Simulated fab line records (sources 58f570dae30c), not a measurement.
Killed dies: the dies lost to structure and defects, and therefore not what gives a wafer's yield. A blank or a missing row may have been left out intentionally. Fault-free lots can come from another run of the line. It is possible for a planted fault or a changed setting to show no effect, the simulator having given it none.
Comparing a struck lot with a sound one -- flow berkeley-cmos170 -- 26 steps out of a route of 331
Sound: these wafers, L849.2, L849.4, L849.6. Struck: wafer L850.2 (left out: L850.1, L850.5 of the same lot, which were not struck); the cause appears at the end.
Each step with rows lists, per side, the tool, then ch with its chambers, then its first start. Under that, the readings that differ: sound wafers -- struck wafers -- difference of the means -- sigmas: that difference in standard deviations of wafers without a fault.
alike: words and numbers the same on both sides, and readings whose means are apart by under 2 such deviations; not compared: readings that were withheld, readings missing a value for some wafer, numbers with overlapping values and no deviation given by the record, and bounds like >300 which may hide the same value.
The two part at a step that has a row with sigmas, a row that says differs or no value, or rows on one side only. Non-overlapping numbers with no deviation appear without sigmas and do not part them. A reading missing from all wafers of one side parts the sides only when that side holds two or more wafers.

first, 5 steps without rows for these wafers: UCB170_CONTACT_COAT_10 (resist thk 900 nm); UCB170_CONTACT_SOFTBAKE_11 (time 60 s); UCB170_CONTACT_EXPOSE_12 (exposes mask CONT, target cd 700 nm); UCB170_CONTACT_PEB_13; UCB170_CONTACT_DEVELOP_14 (develop time 45 s).
UCB170_CONTACT_CD_MEAS_15: target cd 700 nm.
  sound: cd-sem-02 at day 7 18:31; struck: cd-sem-01 at day 7 20:09
  alike: cd-nm
UCB170_CONTACT_OVL_MEAS_16:
  sound: overlay-02 at day 7 18:38; struck: overlay-02 at day 7 20:16
  alike: CONTACT_OVL
UCB170_CONTACT_ETCH_17: etches BARC in N2/H2.
  sound on rie-diel-03 ch 2, day 7 18:40; struck on rie-diel-04 ch 1, day 7 20:19
  alike: bias-w, drypump-motor-current-A, oes-product-au, throttle-valve-pct
UCB170_CONTACT_ETCH_18: etches PSG in CHF3/CF4/Ar, stops on TiSi2, target depth 840 nm, time 195 s.
  sound on rie-diel-03 ch 2; struck on rie-diel-04 ch 1
reading,sound,struck,difference,sigmas
oes-product-au (a.u.),0.924 0.908 0.927,0.885,-0.035,-2
  alike: drypump-motor-current-A, throttle-valve-pct
  not compared: rf-hours-counter-h
UCB170_CONTACT_STRIP_19: strips in O2.
  sound on plasma-asher-01 ch 0,1, day 7 18:55; struck on plasma-asher-04 ch 1, day 7 20:28
  alike: drypump-motor-current-A, oes-product-au
  not compared: rf-hours-counter-h
UCB170_CONTACT_CD_MEAS_90: target cd 700 nm.
  sound: cd-sem-01 at day 7 19:02; struck: cd-sem-01 at day 7 20:34
  alike: cd-nm
then, 1 step without rows for these wafers: UCB170_CONTACT_CLEAN_20 (cleans in SPM, time 600 s).
UCB170_M1_SPUTTER_00: material Al, target thk 600 nm, time 80 s.
  sound: pvd-sputter-02 at day 7 19:18; struck: pvd-sputter-01 at day 7 20:53
reading,sound,struck,difference,sigmas
throttle-valve-pct (%),29.0 29.9 29.2,31.6,+2.2,+2
model.Al_of_M1_SPUTTER_00.thk-nm (nm),616.6 613.2 614.2,1089,+474,
UCB170_M1_RS_MEAS_01: measures by four-point-probe.
  sound: film-metro-03 at day 7 19:23; struck: film-metro-01 at day 7 20:57
reading,sound,struck,difference,sigmas
M1_AL_RS (ohm/sq),0.0473 0.0476 0.0476,0.0265,-0.0210,-45
UCB170_M1_THK_MEAS_02: measures by xrf.
  sound: film-metro-03 at day 7 19:29; struck: film-metro-01 at day 7 21:04
reading,sound,struck,difference,sigmas
M1_AL_THK (nm),615 611 613,1090,+477,+85
then, 6 steps without rows for these wafers: UCB170_M1_COAT_03; UCB170_M1_COAT_04 (resist thk 915.2 nm); UCB170_M1_SOFTBAKE_05 (time 60 s); UCB170_M1_EXPOSE_06 (exposes mask METAL1, target cd 700 nm); UCB170_M1_PEB_07; UCB170_M1_DEVELOP_08 (develop time 45 s).
UCB170_M1_CD_MEAS_09: target cd 700 nm.
  sound: cd-sem-02 at day 7 20:30; struck: cd-sem-02 at day 7 22:29
  alike: cd-nm
UCB170_M1_OVL_MEAS_10:
  sound: overlay-02 at day 7 20:37; struck: overlay-01 at day 7 22:36
  alike: M1_OVL
UCB170_M1_ETCH_11: etches BARC in N2/H2.
  sound on rie-diel-03 ch 0,2, day 7 20:38; struck on rie-diel-01 ch 3, day 7 22:38
  alike: bias-w, drypump-motor-current-A, oes-product-au, throttle-valve-pct
UCB170_M1_METAL_ETCH_12: etches Al in Cl2/BCl3, stops on PSG, target depth 780 nm, time 130 s.
  sound on rie-metal-01 ch 0,1, day 7 20:42; struck on rie-metal-01 ch 1, day 7 22:40
reading,sound,struck,difference,sigmas
oes-product-au (a.u.),0.870 0.852 0.861,1.005,+0.144,+10
  alike: bias-w, drypump-motor-current-A, throttle-valve-pct
  not compared: rf-hours-counter-h
UCB170_M1_STRIP_13: strips in O2.
  sound on plasma-asher-03 ch 0,1, day 7 20:50; struck on plasma-asher-03 ch 0, day 7 22:49
  alike: drypump-motor-current-A, oes-product-au
  not compared: rf-hours-counter-h

== WHERE THEY PART ==
First at UCB170_CONTACT_ETCH_18; last, within this record, at UCB170_M1_METAL_ETCH_12. Later steps at which nothing parts them and some readings are alike: UCB170_M1_STRIP_13.

WHY: the cause the simulator had injected
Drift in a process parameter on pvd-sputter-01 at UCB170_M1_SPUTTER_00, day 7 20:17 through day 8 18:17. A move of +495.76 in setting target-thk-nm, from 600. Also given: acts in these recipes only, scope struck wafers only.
